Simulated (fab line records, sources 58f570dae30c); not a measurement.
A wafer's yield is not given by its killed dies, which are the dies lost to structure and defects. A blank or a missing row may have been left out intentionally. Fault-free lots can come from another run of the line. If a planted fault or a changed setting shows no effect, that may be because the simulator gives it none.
Which of the tools did it? / flow berkeley_cmos170 / 14 lots, 42 wafers sampled, at 4 steps of a route of 331

WHAT THE GAUGES READ, wafer by wafer
UCB170_V2_OVL_MEAS_13. Usual: for V2_OVL the level is -1 nm and the standard deviation is 4.6.
lot=L199; measured=day 7 17:55; on=overlay-02; V2_OVL (nm)=-2 0 -2; flag=
lot=L201; measured=day 8 06:25; on=overlay-02; V2_OVL (nm)=0 3 7; flag=
lot=L202; measured=day 8 17:59; on=overlay-02; V2_OVL (nm)=2 4 4; flag=
lot=L203; measured=day 8 18:35; on=overlay-01; V2_OVL (nm)=-4 -10 -1; flag=
lot=L204; measured=day 8 18:16; on=overlay-01; V2_OVL (nm)=-4 2 -7; flag=
lot=L206; measured=day 9 18:19; on=overlay-02; V2_OVL (nm)=-6 -3 1; flag=
lot=L207; measured=day 10 04:19; on=overlay-01; V2_OVL (nm)=-3 -7 -2; flag=
lot=L208; measured=day 10 04:04; on=overlay-01; V2_OVL (nm)=0 -3 -3; flag=
lot=L212; measured=day 10 16:29; on=overlay-01; V2_OVL (nm)=4 11 -1; flag=
lot=L217; measured=day 11 20:02; on=overlay-01; V2_OVL (nm)=-9 1 -6; flag=
lot=L220; measured=day 12 10:53; on=overlay-01; V2_OVL (nm)=-3 -3 -7; flag=
lot=L221; measured=day 12 10:40; on=overlay-01; V2_OVL (nm)=2 3 4; flag=

UCB170_M3_CD_MEAS_15: target cd 700 nm. Usual: cd_nm reads 699.7 nm (standard deviation 1.4).
lot=L199; measured=day 7 20:22; on=cd_sem-01; cd_nm (nm)=697.0 698.1 698.7; flag=
lot=L201; measured=day 8 09:11; on=cd_sem-01; cd_nm (nm)=701.2 699.7 700.8; flag=
lot=L202; measured=day 8 20:58; on=cd_sem-01; cd_nm (nm)=702.5 703.3 700.8; flag=
lot=L203; measured=day 8 21:39; on=cd_sem-01; cd_nm (nm)=697.2 697.7 698.2; flag=
lot=L204; measured=day 8 21:32; on=cd_sem-01; cd_nm (nm)=697.6 699.6 698.4; flag=
lot=L206; measured=day 9 20:58; on=cd_sem-02; cd_nm (nm)=699.4 699.3 697.9; flag=
lot=L207; measured=day 10 07:10; on=cd_sem-02; cd_nm (nm)=699.1 697.9 698.6; flag=
lot=L208; measured=day 10 06:53; on=cd_sem-02; cd_nm (nm)=700.6 700.7 698.8; flag=
lot=L212; measured=day 10 19:05; on=cd_sem-02; cd_nm (nm)=699.4 698.7 699.3; flag=
lot=L217; measured=day 11 22:57; on=cd_sem-02; cd_nm (nm)=698.6 698.4 697.8; flag=
lot=L220; measured=day 12 14:02; on=cd_sem-01; cd_nm (nm)=701.1 699.3 699.9; flag=
lot=L221; measured=day 12 13:46; on=cd_sem-02; cd_nm (nm)=700.3 699.4 700.6; flag=

WHICH TOOL RAN EACH LOT (tool, then ch and the chambers of the sampled wafers, then the start)
lot=L199; UCB170_ZERO_STRIP_07=plasma_asher-04 ch 0,1, day 2 01:46; UCB170_NWELL_WET_ETCH_18=wet_bench-03 ch 2, day 2 17:00
lot=L201; UCB170_ZERO_STRIP_07=plasma_asher-04 ch 0,1, day 2 11:02; UCB170_NWELL_WET_ETCH_18=wet_bench-02 ch 1, day 3 01:36
lot=L202; UCB170_ZERO_STRIP_07=plasma_asher-01 ch 0,1, day 2 17:24; UCB170_NWELL_WET_ETCH_18=wet_bench-04 ch 3, day 3 08:01
lot=L203; UCB170_ZERO_STRIP_07=plasma_asher-04 ch 0,1, day 2 21:47; UCB170_NWELL_WET_ETCH_18=wet_bench-04 ch 2, day 3 13:11
lot=L204; UCB170_ZERO_STRIP_07=plasma_asher-03 ch 0,1, day 3 03:50; UCB170_NWELL_WET_ETCH_18=wet_bench-02 ch 1, day 3 18:35
lot=L206; UCB170_ZERO_STRIP_07=plasma_asher-01 ch 0,1, day 3 13:56; UCB170_NWELL_WET_ETCH_18=wet_bench-02 ch 3, day 4 06:46
lot=L207; UCB170_ZERO_STRIP_07=plasma_asher-04 ch 0,1, day 3 20:17; UCB170_NWELL_WET_ETCH_18=wet_bench-02 ch 3, day 4 11:24
lot=L208; UCB170_ZERO_STRIP_07=plasma_asher-03 ch 0,1, day 3 20:33; UCB170_NWELL_WET_ETCH_18=wet_bench-02 ch 0, day 4 11:24
lot=L209; UCB170_ZERO_STRIP_07=plasma_asher-03 ch 0,1, day 4 05:13; UCB170_NWELL_WET_ETCH_18=wet_bench-02 ch 0, day 4 16:32
lot=L211; UCB170_ZERO_STRIP_07=plasma_asher-01 ch 0,1, day 4 13:36; UCB170_NWELL_WET_ETCH_18=wet_bench-03 ch 2, day 5 03:17
lot=L212; UCB170_ZERO_STRIP_07=plasma_asher-03 ch 0,1, day 4 15:00; UCB170_NWELL_WET_ETCH_18=wet_bench-02 ch 3, day 5 05:19
lot=L217; UCB170_ZERO_STRIP_07=plasma_asher-01 ch 0,1, day 5 16:29; UCB170_NWELL_WET_ETCH_18=wet_bench-02 ch 1, day 6 08:03
lot=L220; UCB170_ZERO_STRIP_07=plasma_asher-04 ch 0,1, day 6 12:24; UCB170_NWELL_WET_ETCH_18=wet_bench-02 ch 3, day 6 23:52
lot=L221; UCB170_ZERO_STRIP_07=plasma_asher-01 ch 0,1, day 6 12:41; UCB170_NWELL_WET_ETCH_18=wet_bench-04 ch 3, day 7 00:13
- UCB170_ZERO_STRIP_07: strips in O2.
- UCB170_NWELL_WET_ETCH_18: etches Si3N4 in H3PO4, time 14400 s.

WHAT THE TOOLS THEMSELVES READ (means of the sampled wafers that have a number; where no wafer has one, the mark that the record gives instead)
UCB170_ZERO_STRIP_07. Usual: chamber_pressure_mTorr 3501 mTorr, standard deviation 8.1; drypump_motor_current_A 5.7 A, standard deviation 0.63; oes_product_au 0.728 a.u., standard deviation 0.0042; strip_time_to_endpoint_s 21.49 s, standard deviation 0.052.
lot=L199; tool=plasma_asher-04; chamber_pressure_mTorr (mTorr)=3502; drypump_motor_current_A (A)=6.0; oes_product_au (a.u.)=0.729; strip_time_to_endpoint_s (s)=21.49; flag=
lot=L201; tool=plasma_asher-04; chamber_pressure_mTorr (mTorr)=3498; drypump_motor_current_A (A)=6.4; oes_product_au (a.u.)=0.727; strip_time_to_endpoint_s (s)=21.55; flag=
lot=L202; tool=plasma_asher-01; chamber_pressure_mTorr (mTorr)=3503; drypump_motor_current_A (A)=5.2; oes_product_au (a.u.)=0.726; strip_time_to_endpoint_s (s)=21.47; flag=
lot=L203; tool=plasma_asher-04; chamber_pressure_mTorr (mTorr)=3501; drypump_motor_current_A (A)=6.4; oes_product_au (a.u.)=0.730; strip_time_to_endpoint_s (s)=21.47; flag=
lot=L204; tool=plasma_asher-03; chamber_pressure_mTorr (mTorr)=3497; drypump_motor_current_A (A)=5.7; oes_product_au (a.u.)=0.723; strip_time_to_endpoint_s (s)=21.42; flag=
lot=L206; tool=plasma_asher-01; chamber_pressure_mTorr (mTorr)=3502; drypump_motor_current_A (A)=5.2; oes_product_au (a.u.)=0.728; strip_time_to_endpoint_s (s)=21.45; flag=
lot=L207; tool=plasma_asher-04; chamber_pressure_mTorr (mTorr)=3500; drypump_motor_current_A (A)=6.4; oes_product_au (a.u.)=0.725; strip_time_to_endpoint_s (s)=21.49; flag=
lot=L208; tool=plasma_asher-03; chamber_pressure_mTorr (mTorr)=3501; drypump_motor_current_A (A)=5.7; oes_product_au (a.u.)=0.728; strip_time_to_endpoint_s (s)=21.48; flag=
lot=L209; tool=plasma_asher-03; chamber_pressure_mTorr (mTorr)=3500; drypump_motor_current_A (A)=5.7; oes_product_au (a.u.)=0.725; strip_time_to_endpoint_s (s)=21.50; flag=
lot=L211; tool=plasma_asher-01; chamber_pressure_mTorr (mTorr)=3501; drypump_motor_current_A (A)=5.2; oes_product_au (a.u.)=0.725; strip_time_to_endpoint_s (s)=21.50; flag=
lot=L212; tool=plasma_asher-03; chamber_pressure_mTorr (mTorr)=3499; drypump_motor_current_A (A)=5.3; oes_product_au (a.u.)=0.728; strip_time_to_endpoint_s (s)=21.50; flag=
lot=L217; tool=plasma_asher-01; chamber_pressure_mTorr (mTorr)=3501; drypump_motor_current_A (A)=5.4; oes_product_au (a.u.)=0.727; strip_time_to_endpoint_s (s)=21.50; flag=
lot=L220; tool=plasma_asher-04; chamber_pressure_mTorr (mTorr)=3502; drypump_motor_current_A (A)=6.0; oes_product_au (a.u.)=0.730; strip_time_to_endpoint_s (s)=21.47; flag=
lot=L221; tool=plasma_asher-01; chamber_pressure_mTorr (mTorr)=3498; drypump_motor_current_A (A)=5.3; oes_product_au (a.u.)=0.725; strip_time_to_endpoint_s (s)=21.46; flag=

UCB170_NWELL_WET_ETCH_18. Usual: bath_guard_temp_C 159.7 C, standard deviation 0.3; bath_heat_duty_pct 26.8 %, standard deviation 2.5.
lot=L199; tool=wet_bench-03; bath_guard_temp_C (C)=160.1; bath_heat_duty_pct (%)=28.8; flag=
lot=L201; tool=wet_bench-02; bath_guard_temp_C (C)=159.5; bath_heat_duty_pct (%)=23.1; flag=
lot=L202; tool=wet_bench-04; bath_guard_temp_C (C)=159.4; bath_heat_duty_pct (%)=27.9; flag=
lot=L203; tool=wet_bench-04; bath_guard_temp_C (C)=160.0; bath_heat_duty_pct (%)=26.0; flag=
lot=L204; tool=wet_bench-02; bath_guard_temp_C (C)=159.6; bath_heat_duty_pct (%)=23.7; flag=
lot=L206; tool=wet_bench-02; bath_guard_temp_C (C)=159.9; bath_heat_duty_pct (%)=26.8; flag=
lot=L207; tool=wet_bench-02; bath_guard_temp_C (C)=159.6; bath_heat_duty_pct (%)=24.6; flag=
lot=L208; tool=wet_bench-02; bath_guard_temp_C (C)=159.9; bath_heat_duty_pct (%)=29.7; flag=
lot=L209; tool=wet_bench-02; bath_guard_temp_C (C)=-; bath_heat_duty_pct (%)=-; flag=OFF
lot=L211; tool=wet_bench-03; bath_guard_temp_C (C)=-; bath_heat_duty_pct (%)=-; flag=OFF
lot=L212; tool=wet_bench-02; bath_guard_temp_C (C)=159.8; bath_heat_duty_pct (%)=26.2; flag=
lot=L217; tool=wet_bench-02; bath_guard_temp_C (C)=159.2; bath_heat_duty_pct (%)=22.8; flag=
lot=L220; tool=wet_bench-02; bath_guard_temp_C (C)=159.9; bath_heat_duty_pct (%)=26.5; flag=
lot=L221; tool=wet_bench-04; bath_guard_temp_C (C)=159.8; bath_heat_duty_pct (%)=27.0; flag=

THE ANSWER, worked out from the rows above alone
Rule: lot off if the mean of its wafers having a number is beyond 3 standard deviations from the usual mean. A lot without any number at a reading at which 4 lots or more have one is off too. The other lots that the step has rows for count as sound. Order of review: gauges by route order, followed by the tools' own readings, for which a lot's mean as printed above is used. The first step at which some lot is off is used, and at that step the reading that is off furthest; a lot without a number counts as furthest.
Off, at UCB170_NWELL_WET_ETCH_18 on bath_guard_temp_C: L209, L211. Without a number there: L209, L211.
A tool fits if, at that step or a process step before it, it ran every lot that is off, and no sound lot after the first of them. Of those tried, none fits.

WHAT THE SIMULATOR PUT IN
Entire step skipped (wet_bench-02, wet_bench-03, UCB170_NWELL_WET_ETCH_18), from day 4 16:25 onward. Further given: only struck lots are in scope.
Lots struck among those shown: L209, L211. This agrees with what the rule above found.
